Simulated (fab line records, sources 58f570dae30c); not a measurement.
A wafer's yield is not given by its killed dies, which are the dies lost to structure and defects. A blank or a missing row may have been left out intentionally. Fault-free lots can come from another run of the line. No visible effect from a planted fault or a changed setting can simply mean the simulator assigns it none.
Lot-split experiment + flow berkeley_cmos170 + route with 331 steps; 5 lots, 23 wafers read

## SPLIT DETAILS
At UCB170_ACTIVE_COAT_08 (resist thk 900 nm), the setting resist_thk_nm was moved away from the recipe's 900 nm on 7 of the 23 wafers read, by -2.0% to +3.4%. All remaining wafers had this setting at the recipe value.

Reading taken at the split's own step.

## THE READING
KrF_of_ACTIVE_COAT_08.thk_nm (the simulator's own value, which no gauge read), in nm, at UCB170_ACTIVE_COAT_08 (resist thk 900 nm). No usual value for it is given in the file. Average 902.0 nm, standard deviation 1.6 nm, over the 16 wafers here run with the recipe.

| wafer  | tool, chamber at the split | resist_thk_nm as run, nm | against the recipe | KrF_of_ACTIVE_COAT_08.thk_nm, nm | against lot-mates on the recipe |
|--------|----------------------------|--------------------------|--------------------|----------------------------------|---------------------------------|
| L077.1 | litho_track-04, 0          | 900                      | recipe             | 902.6                            | -                               |
| L077.2 | litho_track-04, 0          | 900                      | recipe             | 901.9                            | -                               |
| L077.4 | litho_track-04, 0          | 900                      | recipe             | 901.6                            | -                               |
| L077.5 | litho_track-04, 0          | 900                      | recipe             | 902.5                            | -                               |
| L077.6 | litho_track-04, 0          | 900                      | recipe             | 901.8                            | -                               |
| L080.1 | litho_track-04, 0          | 900                      | recipe             | 899.5                            | -                               |
| L080.2 | litho_track-04, 0          | 882                      | -2.0%              | 882                              | -19.0                           |
| L080.4 | litho_track-04, 0          | 900                      | recipe             | 901                              | -                               |
| L080.5 | litho_track-04, 0          | 900                      | recipe             | 902.5                            | -                               |
| L080.6 | litho_track-04, 0          | 882                      | -2.0%              | 880.7                            | -20.3                           |
| L082.1 | litho_track-03, 0          | 930.3                    | +3.4%              | 930.1                            | +29.9                           |
| L082.3 | litho_track-03, 0          | 930.3                    | +3.4%              | 929.2                            | +29.0                           |
| L082.4 | litho_track-03, 0          | 900                      | recipe             | 900.3                            | -                               |
| L082.5 | litho_track-03, 0          | 900                      | recipe             | 900.2                            | -                               |
| L082.6 | litho_track-03, 0          | 930.3                    | +3.4%              | 930.8                            | +30.5                           |
| L084.1 | litho_track-03, 0          | 900                      | recipe             | 903.4                            | -                               |
| L084.5 | litho_track-03, 0          | 900                      | recipe             | 900.3                            | -                               |
| L084.6 | litho_track-03, 0          | 900                      | recipe             | 902.8                            | -                               |
| L085.1 | litho_track-04, 0          | 924.4                    | +2.7%              | 929.7                            | +25.7                           |
| L085.2 | litho_track-04, 0          | 900                      | recipe             | 905                              | -                               |
| L085.3 | litho_track-04, 0          | 900                      | recipe             | 905.2                            | -                               |
| L085.4 | litho_track-04, 0          | 900                      | recipe             | 901.7                            | -                               |
| L085.5 | litho_track-04, 0          | 924.4                    | +2.7%              | 929.8                            | +25.8                           |

THE FIT
A straight line over all 23 wafers: KrF_of_ACTIVE_COAT_08.thk_nm changes by +9.17 nm for each +1% of resist_thk_nm; r = +0.99; the points scatter about the line by 2.1 nm.
The same after taking each lot's own level away (the mean of its wafers on the recipe; 23 wafers): +9.19 nm for each +1%; r = +1.00; scatter 1.2 nm.
That fit puts the effect of the largest move of resist_thk_nm on the reading at 31 nm.
The lots' own levels span 900.25 to 903.97 nm, that is 2.4 times the standard deviation above.
The two slopes are in agreement: the lot-to-lot level therefore moves the slope only a little.
Check: +31 nm against its lot-mates is what the line predicts for one of the wafers moved furthest among these (+3.4%) when that wafer is left out of the fit. It came out at +29.9 nm against them.

## THE OTHER SPLITS THESE WAFERS WENT THROUGH
These wafers also went through other splits before the reading. Each is held against what the fit with the lots' levels taken away leaves over:
| other split on the same wafers   | wafers away from the commonest value | r with KrF_of_ACTIVE_COAT_08.thk_nm (lot level and that fit taken away) |
|----------------------------------|--------------------------------------|-------------------------------------------------------------------------|
| UCB170_NWELL_IMPLANT_14 dose_cm2 | 11                                   | -0.02                                                                   |

## FILE'S OWN FIT
KrF_of_ACTIVE_COAT_08.thk_nm changes by +9.23 nm for each +1% of resist_thk_nm, r = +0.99.
